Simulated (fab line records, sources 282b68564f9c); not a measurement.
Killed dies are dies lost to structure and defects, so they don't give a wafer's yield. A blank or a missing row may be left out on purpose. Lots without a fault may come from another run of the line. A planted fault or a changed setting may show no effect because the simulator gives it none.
Which tool did it? | flow rit_cmos | 7 lots, 21 wafers sampled, at 2 steps of a route of 202

WHAT THE GAUGES READ, wafer by wafer
RIT_PRETRO_TW_MEAS_10.
lot  | measured    | on            | PRETRO_TW
L602 | day 2 23:43 | film_metro-02 | 476.8 477.5 478.5
L606 | day 3 19:50 | film_metro-04 | 480.6 482.4 481.5
L608 | day 4 06:19 | film_metro-02 | 477.5 476.8 477.6
L610 | day 4 15:02 | film_metro-02 | 479.0 479.7 477.7
L614 | day 5 17:06 | film_metro-02 | 455.2 455.6 455.2
L618 | day 6 08:57 | film_metro-04 | 479.1 480.8 479.8
L622 | day 7 02:43 | film_metro-02 | 473.1 475.2 477.4

WHICH TOOL RAN EACH LOT (tool, then ch and the chambers of the sampled wafers, then the start)
lot  | RIT_PRETRO_IMPLANT_08
L602 | implanter-03 ch 0, day 2 23:24
L606 | implanter-03 ch 0, day 3 19:31
L608 | implanter-03 ch 0, day 4 05:59
L610 | implanter-03 ch 0, day 4 14:44
L614 | implanter-03 ch 0, day 5 16:49
L618 | implanter-02 ch 0, day 6 08:40
L622 | implanter-02 ch 0, day 7 02:25
- RIT_PRETRO_IMPLANT_08

THE ANSWER, worked out from the rows above alone
Rule: what is usual is taken from the lots themselves. Put in order of their means at a reading, lots are off if they are a third of the lots or fewer, leave a main group of 4 or more, and stand apart from it by a gap of 3 or more times the standard deviation of the main group's means; of several such gaps the widest counts. A main group whose means are all the same, to the digits that the tables above print for the reading, isn't used. A lot without any number at a reading at which 4 lots or more have one is off too. The other lots that the step has rows for count as sound.
Off: L614, at RIT_PRETRO_TW_MEAS_10 (PRETRO_TW). The main group: mean 478.4, standard deviation 2.
A tool fits if, at a process step before that reading, it ran every lot that is off, and no sound lot after the first of them. The gauges at RIT_PRETRO_TW_MEAS_10 are tried like those tools. One fits: implanter-03 at RIT_PRETRO_IMPLANT_08. Its last sound lot is L610 (day 4 14:44), its first lot that is off L614 (day 5 16:49): a fault that began between those two fits.

WHAT THE SIMULATOR HAD PUT IN
Process parameter drift: implanter-03, from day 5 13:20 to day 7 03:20, at RIT_PRETRO_IMPLANT_08. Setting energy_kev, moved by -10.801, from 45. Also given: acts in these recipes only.
Lots struck among those shown: L614. The rule above found the same.
